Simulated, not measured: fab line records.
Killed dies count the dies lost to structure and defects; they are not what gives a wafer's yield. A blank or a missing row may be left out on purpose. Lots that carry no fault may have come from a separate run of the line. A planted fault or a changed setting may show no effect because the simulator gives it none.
One fault seen from 2 desks	flow berkeley-cmos170	every desk sees just its own numbers, and what lay behind them comes last

== THE TOOL OWNER'S DESK: pvd-sputter-01 ==
The tool's own readings at UCB170_M2_SPUTTER_01 (material Al, target thk 900 nm, time 120 s): means of the sampled wafers that have a number, for each lot that ran on this tool. Marked OUT: a lot whose mean sits more than 4 standard deviations from the usual mean, which makes it out of limits; the brackets give that distance.
Columns: A = cathode-dc-power-W at UCB170_M2_SPUTTER_01, usual 6000.0 W; B = throttle-valve-pct at UCB170_M2_SPUTTER_01, usual 30.7 %
lot	first seen here	A	B
L297	day 7 22:26	5999.9	30.3
L300	day 8 07:47	6001.3	31.9
L303	day 9 14:29	6206.9 (+99 or more) OUT	31.5
L320	day 12 19:52	5999.9	31.1
This desk's finding: out of limits on L303; first on L303, day 9 14:29 (cathode-dc-power-W at UCB170_M2_SPUTTER_01). In limits: L297, L300, L320.

== FROM THE METROLOGY DESK ==
Means of the sampled wafers that have a number, per lot and without regard to the tool the lot ran on: this is what the gauges read. Marked OUT: a lot whose mean sits more than 4 standard deviations from the usual mean, which makes it out of limits; the brackets give that distance.
Columns: A = M1_OVL at UCB170_M1_OVL_MEAS_10, usual 1 nm; B = M2_AL_RS at UCB170_M2_RS_MEAS_02, usual 0.03212 ohm/sq; C = M2_AL_THK at UCB170_M2_THK_MEAS_03, usual 909 nm
lot	first seen here	A	B	C
L297	day 7 15:05	8	0.03207	912
L298	day 7 22:08	5	0.03182	922
L300	day 8 00:02	8	0.03205	913
L304	day 9 03:31	0	0.03221	905
L303	day 9 04:44	2	0.03137	932
L309	day 10 00:22	-6	0.03233	903
L313	day 11 06:10	9	0.03227	899
L311	day 11 06:28	-3	0.03194	911
L319	day 11 15:55	-8	0.03177	923
L318	day 11 16:05	-5	0.03232	903
L320	day 12 12:17	-5	0.03190	918
This desk's finding: nothing out of limits on any of the 11 lots.

== BROUGHT TOGETHER ==
At day 9 14:29, on L303, the tool owner's desk was in a position to raise an alarm.
Nothing out of limits was seen by the metrology desk.
The metrology desk has L303 on record, within its limits.
All the named lots went through UCB170_M2_SPUTTER_01 on pvd-sputter-01.

== WHAT THE SIMULATOR PUT IN ==
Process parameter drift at UCB170_M2_SPUTTER_01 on pvd-sputter-01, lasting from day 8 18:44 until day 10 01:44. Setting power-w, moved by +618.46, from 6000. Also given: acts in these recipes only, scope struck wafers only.
Lots struck among those shown: L303.
Delay in hours, fault start to first out-of-limits reading, by desk: the tool owner's desk at 20.
